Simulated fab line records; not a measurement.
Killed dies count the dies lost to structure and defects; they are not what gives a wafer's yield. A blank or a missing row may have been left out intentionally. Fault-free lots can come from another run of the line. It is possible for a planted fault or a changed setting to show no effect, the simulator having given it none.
The tool behind it: which one? -- flow berkeley cmos170 -- Sampling: 14 lots, 42 wafers, 6 of 331 route steps

WHAT EACH GAUGE READ, for each wafer
UCB170_PVT_TW_MEAS_09.
lot,measured,on,PVT_TW
L642,day 6 22:07,film metro-03,509.0 514.9 512.3
L641,day 6 22:09,film metro-02,505.4 507.0 509.4
L644,day 7 09:16,film metro-02,508.7 508.1 508.1
L643,day 7 09:32,film metro-02,507.9 507.6 508.9
L645,day 7 09:47,film metro-03,513.6 514.7 514.7
L647,day 7 20:40,film metro-01,511.9 510.8 509.2
L646,day 7 20:52,film metro-02,506.4 508.8 508.1
L648,day 8 09:17,film metro-01,508.5 508.5 506.6
L649,day 8 20:49,film metro-01,510.3 510.1 507.4
L650,day 8 21:00,film metro-01,508.9 509.2 507.9
L653,day 10 00:05,film metro-03,513.6 512.7 513.3
L656,day 10 00:28,film metro-01,507.5 512.4 508.4
L661,day 10 16:59,film metro-01,510.8 508.8 507.3
L660,day 10 17:13,film metro-03,515.0 512.7 514.7

UCB170_SPACER_THK_MEAS_01.
lot,measured,on,SPACER_TEOS_THK (nm)
L642,day 7 17:29,film metro-03,358 361 358
L641,day 7 17:56,film metro-02,362 367 365
L644,day 8 10:05,film metro-04,348 356 356
L643,day 8 09:40,film metro-03,355 361 359
L645,day 8 09:25,film metro-04,361 359 366
L647,day 8 17:33,film metro-03,361 366 366
L646,day 8 17:49,film metro-03,358 354 367
L648,day 9 07:32,film metro-03,359 353 361
L649,day 10 00:44,film metro-04,254 250 255 254 250 255
L650,day 9 23:23,film metro-02,355 346 362
L653,day 10 20:32,film metro-02,248 254 252 248 255 252
L656,day 10 20:47,film metro-03,353 360 364
L661,day 11 11:42,film metro-02,358 360 360
L660,day 11 12:47,film metro-02,358 363 366

UCB170_PSD_TW_MEAS_10.
lot,measured,on,PSD_TW
L642,day 8 02:34,film metro-02,2340 2320 2343
L641,day 8 02:50,film metro-01,2347 2336 2327
L644,day 8 17:49,film metro-04,2320 2324 2321
L643,day 8 18:23,film metro-04,2321 2320 2317
L645,day 8 18:05,film metro-02,2326 2336 2341
L647,day 9 01:55,film metro-01,2332 2336 2336
L646,day 9 02:11,film metro-02,2325 2340 2334
L648,day 9 14:36,film metro-04,2316 2301 2313
L649,day 10 11:41,film metro-02,2316 2325 2327
L650,day 10 05:17,film metro-04,2320 2306 2314
L653,day 11 03:13,film metro-02,2335 2349 2343
L656,day 11 03:23,film metro-04,2312 2310 2310
L661,day 11 20:23,film metro-01,2360 2356 2371
L660,day 11 20:14,film metro-02,2349 2344 2338

TOOL THAT RAN EACH LOT (tool first, then ch and the chambers of the sampled wafers, then the start)
lot,UCB170_GATE_STRIP_16,UCB170_SPACER_CVD_00,UCB170_SPACER_ETCHBACK_03
L642,"plasma asher-02 ch 0,1, day 7 13:25","pecvd-02 ch 0,1, day 7 17:26","rie diel-04 ch 0,2, day 8 01:14"
L641,"plasma asher-04 ch 0,1, day 7 13:41","pecvd-04 ch 1,2, day 7 17:53","rie diel-01 ch 0,1,2, day 8 01:14"
L644,"plasma asher-04 ch 0,1, day 8 05:08","pecvd-04 ch 0,1, day 8 10:02","rie diel-03 ch 0,1,3, day 8 16:06"
L643,"plasma asher-02 ch 0,1, day 8 05:17","pecvd-02 ch 1,2, day 8 09:35","rie diel-01 ch 1,2, day 8 16:06"
L645,"plasma asher-03 ch 0,1, day 8 05:08","pecvd-03 ch 1,2, day 8 09:23","rie diel-04 ch 0,1,3, day 8 16:06"
L647,"plasma asher-04 ch 0,1, day 8 13:31","pecvd-03 ch 0,2, day 8 17:30","rie diel-01 ch 0,1,2, day 9 00:31"
L646,"plasma asher-02 ch 0,1, day 8 13:34","pecvd-02 ch 0,1,2, day 8 17:47","rie diel-04 ch 0,1,2, day 9 00:31"
L648,"plasma asher-02 ch 0,1, day 9 03:17","pecvd-03 ch 1,2, day 9 07:29","rie diel-01 ch 0,1,3, day 9 13:09"
L649,"plasma asher-02 ch 0,1, day 9 13:40","pecvd-03 ch 0,1, day 10 00:41","rie diel-04 ch 0,1,3, day 10 09:41"
L650,"plasma asher-04 ch 0,1, day 9 13:25","pecvd-04 ch 0,1, day 9 23:20","rie diel-03 ch 0,1,3, day 10 03:53"
L653,"plasma asher-02 ch 0,1, day 10 13:13","pecvd-03 ch 0,1, day 10 20:29","rie diel-01 ch 0,1,3, day 11 01:34"
L656,"plasma asher-03 ch 0,1, day 10 13:28","pecvd-04 ch 1,2, day 10 20:44","rie diel-04 ch 0,1,2, day 11 01:34"
L661,"plasma asher-03 ch 0,1, day 11 07:04","pecvd-02 ch 0,1,2, day 11 11:40","rie diel-03 ch 0,1,2, day 11 18:28"
L660,"plasma asher-03 ch 0,1, day 11 07:20","pecvd-02 ch 0,1,2, day 11 12:45","rie diel-04 ch 0,1,2, day 11 18:28"
- UCB170_GATE_STRIP_16: strips in O2.
- UCB170_SPACER_CVD_00: deposits SiO2 from TEOS/O2, target thk 376 nm, time 45.16 s.
- UCB170_SPACER_ETCHBACK_03: etches SiO2 in CHF3/CF4/Ar, stops on Si, target depth 376 nm, time 100 s.

AS READ BY THE TOOLS THEMSELVES (means over the sampled wafers that have a number; for cases with no such wafer, the mark the record gives instead)
UCB170_GATE_STRIP_16.
lot,tool,drypump motor current A (A),oes product au (a.u.)
L642,plasma asher-02,6.0,0.723
L641,plasma asher-04,6.1,0.727
L644,plasma asher-04,5.9,0.724
L643,plasma asher-02,6.2,0.722
L645,plasma asher-03,5.0,0.722
L647,plasma asher-04,6.1,0.726
L646,plasma asher-02,6.0,0.723
L648,plasma asher-02,6.2,0.725
L649,plasma asher-02,6.0,0.729
L650,plasma asher-04,6.1,0.724
L653,plasma asher-02,6.0,0.723
L656,plasma asher-03,4.9,0.726
L661,plasma asher-03,5.1,0.730
L660,plasma asher-03,4.9,0.721

UCB170_SPACER_CVD_00.
lot,tool,heater power w (W)
L642,pecvd-02,266
L641,pecvd-04,279
L644,pecvd-04,296
L643,pecvd-02,232
L645,pecvd-03,295
L647,pecvd-03,354
L646,pecvd-02,276
L648,pecvd-03,306
L649,pecvd-03,322
L650,pecvd-04,315
L653,pecvd-03,318
L656,pecvd-04,277
L661,pecvd-02,265
L660,pecvd-02,282

UCB170_SPACER_ETCHBACK_03.
lot,tool,drypump motor current A (A),oes product au (a.u.),throttle valve pct (%)
L642,rie diel-04,5.1,0.869,6.49
L641,rie diel-01,5.5,0.876,6.53
L644,rie diel-03,5.9,0.863,6.47
L643,rie diel-01,5.1,0.860,6.49
L645,rie diel-04,5.7,0.886,6.45
L647,rie diel-01,5.5,0.882,6.54
L646,rie diel-04,5.3,0.875,6.45
L648,rie diel-01,5.9,0.871,6.52
L649,rie diel-04,5.7,0.695,6.42
L650,rie diel-03,5.9,0.866,6.48
L653,rie diel-01,5.9,0.685,6.51
L656,rie diel-04,5.3,0.872,6.45
L661,rie diel-03,5.8,0.876,6.50
L660,rie diel-04,5.3,0.882,6.46

THE ANSWER, worked out from the rows above alone
Rule: what is usual is taken from the lots themselves. Put in order of their means at a reading, lots are off if they are a third of the lots or fewer, leave a main group of 4 or more, and stand apart from it by a gap of 3 or more times the standard deviation of the main group's means; of several such gaps the widest counts. If all means in a main group match to the digits the tables above print for the reading, that group is not used. Also off: a lot with no number at a reading for which 4 or more lots have one. All remaining lots with rows at the step are treated as sound. After the gauges, taken in route order, come the tools' own readings; for these a lot's mean is taken, as printed above. At the first step where some lot is off, the reading lying furthest off is the one used; lots without a number count as furthest.
Off: L649, L653, seen at UCB170_SPACER_THK_MEAS_01 (SPACER_TEOS_THK). The main group: mean 360 nm, standard deviation 3.3.
A tool fits if, at a process step before that reading, it ran every lot that is off, and no sound lot after the first of them. Not tried: the gauges at UCB170_SPACER_THK_MEAS_01; whatever is off there is also off at UCB170_SPACER_ETCHBACK_03, on other tools, and gauge error can't account for it. Can't be told from this: 2 tools fit, plasma asher-02 at UCB170_GATE_STRIP_16, pecvd-03 at UCB170_SPACER_CVD_00.

WHAT HAD BEEN PUT IN BY THE SIMULATOR
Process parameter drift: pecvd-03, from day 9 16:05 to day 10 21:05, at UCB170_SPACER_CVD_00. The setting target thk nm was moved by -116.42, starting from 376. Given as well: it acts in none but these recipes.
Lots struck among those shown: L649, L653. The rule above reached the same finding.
